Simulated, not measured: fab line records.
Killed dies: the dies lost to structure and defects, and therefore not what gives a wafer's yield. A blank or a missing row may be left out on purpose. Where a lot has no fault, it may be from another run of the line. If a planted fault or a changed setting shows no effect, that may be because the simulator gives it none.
What tool caused it?    flow berkeley_cmos170    Sampling: 14 lots, 42 wafers, 3 of 331 route steps

WHAT THE GAUGES READ, wafer by wafer
UCB170_NWELL_THK_MEAS_05.
lot   measured     on             NWELL_NITRIDE_THK (nm)
L446  day 2 15:23  film_metro-03  224.2 226.9 224.6
L445  day 2 15:23  film_metro-02  225.9 226.1 228.5
L448  day 3 00:58  film_metro-04  222.7 223.7 224.0
L449  day 3 10:38  film_metro-03  221.3 220.6 221.1
L450  day 3 10:39  film_metro-02  224.7 224.9 224.1
L451  day 3 18:42  film_metro-02  223.1 225.5 224.8
L452  day 4 01:59  film_metro-02  222.9 223.7 222.6
L457  day 5 00:35  film_metro-04  224.0 224.6 226.1
L458  day 5 00:35  film_metro-02  224.1 224.3 225.6
L461  day 5 18:28  film_metro-02  227.0 227.3 227.7
L464  day 6 02:56  film_metro-02  222.5 223.6 224.6
L463  day 6 03:00  film_metro-03  223.2 224.9 222.3
L465  day 6 17:54  film_metro-02  224.7 224.9 224.0
L466  day 6 17:54  film_metro-04  223.5 224.1 224.0

UCB170_PWELL_TW_MEAS_17.
lot   measured     on             PWELL_TW
L446  day 3 17:35  film_metro-03  381 377 379
L445  day 3 17:28  film_metro-01  376 377 377
L448  day 3 23:00  film_metro-02  383 382 381
L449  day 4 04:11  film_metro-02  386 386 388
L450  day 4 04:29  film_metro-01  375 376 374
L451  day 4 14:52  film_metro-02  388 386 386
L452  day 5 02:32  film_metro-02  382 382 381
L457  day 5 21:58  film_metro-01  377 374 371
L458  day 5 22:14  film_metro-02  380 382 381
L461  day 6 17:56  film_metro-03  362 363 361
L464  day 7 02:10  film_metro-03  382 382 381
L463  day 7 01:49  film_metro-02  364 364 361
L465  day 8 02:29  film_metro-01  378 378 380
L466  day 8 02:13  film_metro-02  383 382 383

WHICH TOOL RAN EACH LOT (tool, then ch and the chambers of the sampled wafers, then the start)
lot   UCB170_PWELL_IMPLANT_15
L446  implanter-02 ch 0, day 3 17:20
L445  implanter-04 ch 0, day 3 17:14
L448  implanter-03 ch 0, day 3 22:45
L449  implanter-03 ch 0, day 4 03:56
L450  implanter-04 ch 0, day 4 04:14
L451  implanter-03 ch 0, day 4 14:38
L452  implanter-03 ch 0, day 5 02:18
L457  implanter-02 ch 0, day 5 21:43
L458  implanter-03 ch 0, day 5 21:59
L461  implanter-03 ch 0, day 6 17:41
L464  implanter-02 ch 0, day 7 01:56
L463  implanter-03 ch 0, day 7 01:29
L465  implanter-02 ch 0, day 8 02:15
L466  implanter-02 ch 0, day 8 01:59
- UCB170_PWELL_IMPLANT_15

AS READ BY THE TOOLS THEMSELVES (means over the sampled wafers that have a number; for cases with no such wafer, the mark the record gives instead)
UCB170_PWELL_IMPLANT_15.
lot   tool          beam_energy_keV
L446  implanter-02  59.963
L445  implanter-04  59.995
L448  implanter-03  60.003
L449  implanter-03  60.006
L450  implanter-04  60.006
L451  implanter-03  59.979
L452  implanter-03  60.007
L457  implanter-02  59.996
L458  implanter-03  59.975
L461  implanter-03  41.993
L464  implanter-02  60.008
L463  implanter-03  41.994
L465  implanter-02  59.999
L466  implanter-02  59.981

THE ANSWER, worked out from the rows above alone
Rule: usual is defined by the lots themselves. Put in order of their means at a reading, lots are off if they are a third of the lots or fewer, leave a main group of 4 or more, and stand apart from it by a gap of 3 or more times the standard deviation of the main group's means; of several such gaps the widest counts. If all means in a main group match to the digits the tables above print for the reading, that group is not used. Also off: a lot with no number at a reading for which 4 or more lots have one. The other lots that the step has rows for count as sound. First the gauges in route order, then the tools' own readings, where a lot's mean is used as printed above. The first step at which some lot is off is used, and at that step the reading that is off furthest; a lot without a number counts as furthest.
Off at UCB170_PWELL_IMPLANT_15 (beam_energy_keV): L461, L463. Mean 59.993 and standard deviation 0.014 in the main group.
A tool fits if, at that step or a process step before it, it ran every lot that is off, and no sound lot after the first of them. One fits: implanter-03 at UCB170_PWELL_IMPLANT_15. Its last sound lot is L458 (day 5 21:59), its first lot that is off L461 (day 6 17:41): a fault that began between those two fits.
The tool's own readings at UCB170_PWELL_IMPLANT_15 bear it out: on the lots that are off they differ by more than 5 times the standard deviation of the sound lots' means. beam_energy_keV reads 41.993 there against 59.993 on the sound lots.

WHAT THE SIMULATOR HAD PUT IN
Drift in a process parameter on implanter-03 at UCB170_PWELL_IMPLANT_15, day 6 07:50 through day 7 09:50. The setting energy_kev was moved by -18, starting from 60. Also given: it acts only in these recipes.
Shown lots that were struck: L461, L463. The same result came from the rule above.
